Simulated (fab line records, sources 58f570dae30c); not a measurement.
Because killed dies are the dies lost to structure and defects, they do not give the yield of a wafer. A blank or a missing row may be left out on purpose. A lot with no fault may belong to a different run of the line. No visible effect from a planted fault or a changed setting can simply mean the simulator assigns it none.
Shared-tool check + flow berkeley_cmos170 + Sample size 14 lots and 42 wafers

== THE REASON FOR OPENING IT ==
2 of 14 lots carry a flag on the reading NLDD_TW at UCB170_NLDD_TW_MEAS_11. Fault-free wafers read 2218, with a standard deviation of 17.
Rule: a lot is flagged in two cases, either no wafer of it has a number, or all its wafers with numbers fall more than 4 standard deviations from that mean. The other lots count as sound.

| lot  | measured     | on            | NLDD_TW, wafer by wafer | flag    |
|------|--------------|---------------|-------------------------|---------|
| L258 | day 7 03:56  | film_metro-01 | 2220 2220 2230          |         |
| L261 | day 7 18:53  | film_metro-01 | 2222 2225 2204          |         |
| L260 | day 7 19:11  | film_metro-01 | 2209 2219 2218          |         |
| L262 | day 7 19:26  | film_metro-02 | 2217 2220 2225          |         |
| L263 | day 8 04:19  | film_metro-04 | 2200 2178 2196          |         |
| L264 | day 8 04:27  | film_metro-02 | 2225 2221 2224          |         |
| L265 | day 8 19:48  | film_metro-01 | 2113 2117 2114          | FLAGGED |
| L266 | day 9 00:56  | film_metro-01 | 2207 2219 2218          |         |
| L268 | day 9 09:01  | film_metro-01 | 2119 2115 2119          | FLAGGED |
| L275 | day 10 07:35 | film_metro-01 | 2216 2201 2213          |         |
| L274 | day 10 08:46 | film_metro-04 | 2194 2189 2185          |         |
| L278 | day 10 18:59 | film_metro-04 | 2186 2189 2178          |         |
| L277 | day 10 20:06 | film_metro-01 | 2213 2212 2215          |         |
| L279 | day 11 20:22 | film_metro-01 | 2210 2215 2218          |         |
On average the flagged lots' numbers are 2116, which is -102 against the usual, or -6 standard deviations.

== WHICH TOOL EACH LOT WENT THROUGH ==
The record holds 1 process step before the reading, out of a route of 331 steps. Cell contents, in order: the tool; ch with the chambers the sampled wafers went through; the start.
| lot  | flag    | UCB170_NLDD_IMPLANT_09          |
|------|---------|---------------------------------|
| L258 |         | implanter-02 ch 0, day 7 03:41  |
| L261 |         | implanter-03 ch 0, day 7 18:40  |
| L260 |         | implanter-02 ch 0, day 7 18:59  |
| L262 |         | implanter-01 ch 0, day 7 19:13  |
| L263 |         | implanter-01 ch 0, day 8 04:04  |
| L264 |         | implanter-02 ch 0, day 8 04:14  |
| L265 | FLAGGED | implanter-01 ch 0, day 8 19:36  |
| L266 |         | implanter-03 ch 0, day 9 00:43  |
| L268 | FLAGGED | implanter-01 ch 0, day 9 08:46  |
| L275 |         | implanter-02 ch 0, day 10 07:22 |
| L274 |         | implanter-02 ch 0, day 10 08:31 |
| L278 |         | implanter-03 ch 0, day 10 18:44 |
| L277 |         | implanter-02 ch 0, day 10 19:44 |
| L279 |         | implanter-03 ch 0, day 11 20:07 |
What the steps here do:
- UCB170_NLDD_IMPLANT_09
- UCB170_NLDD_TW_MEAS_11

== FLAGGED OVER TOTAL, TOOL BY TOOL (the gauges that took the reading come last) ==
| step                   | tool          | lots run | flagged | share of the flagged lots | sound lots run after its first flagged lot |
|------------------------|---------------|----------|---------|---------------------------|--------------------------------------------|
| UCB170_NLDD_IMPLANT_09 | implanter-01  | 4        | 2       | all                       | 0                                          |
| UCB170_NLDD_IMPLANT_09 | implanter-02  | 6        | 0       | none                      | -                                          |
| UCB170_NLDD_IMPLANT_09 | implanter-03  | 4        | 0       | none                      | -                                          |
| UCB170_NLDD_TW_MEAS_11 | film_metro-01 | 9        | 2       | all                       | 4 (L266,L275,L277,L279)                    |
| UCB170_NLDD_TW_MEAS_11 | film_metro-02 | 2        | 0       | none                      | -                                          |
| UCB170_NLDD_TW_MEAS_11 | film_metro-04 | 3        | 0       | none                      | -                                          |

== WHAT IS ALLOWED BY THE TABLE ==
2 rows of the table ran every flagged lot: implanter-01 at UCB170_NLDD_IMPLANT_09, film_metro-01 at UCB170_NLDD_TW_MEAS_11.
- implanter-01 at UCB170_NLDD_IMPLANT_09: 2 of its 4 lots flagged. A fault beginning between L263 (day 8 04:04), its last sound lot, and L265 (day 8 19:36), its first flagged one, fits the data. Its own readings lie more than 4 standard deviations out on every wafer of the flagged lots: tilt_deg.
- film_metro-01 at UCB170_NLDD_TW_MEAS_11: 2 of its 9 lots flagged. After the first flagged lot (L266, L275, L277, L279), sound lots still ran on it; a lasting fault on the whole tool would not permit that.
What remains is a single tool, implanter-01 at UCB170_NLDD_IMPLANT_09.

== WHAT HAD BEEN PUT IN BY THE SIMULATOR ==
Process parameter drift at UCB170_NLDD_IMPLANT_09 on implanter-01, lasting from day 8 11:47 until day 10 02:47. Setting tilt_deg shifted by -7 from 7. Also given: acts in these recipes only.
Shown lots that were struck: L265, L268. Same finding as the rule above.
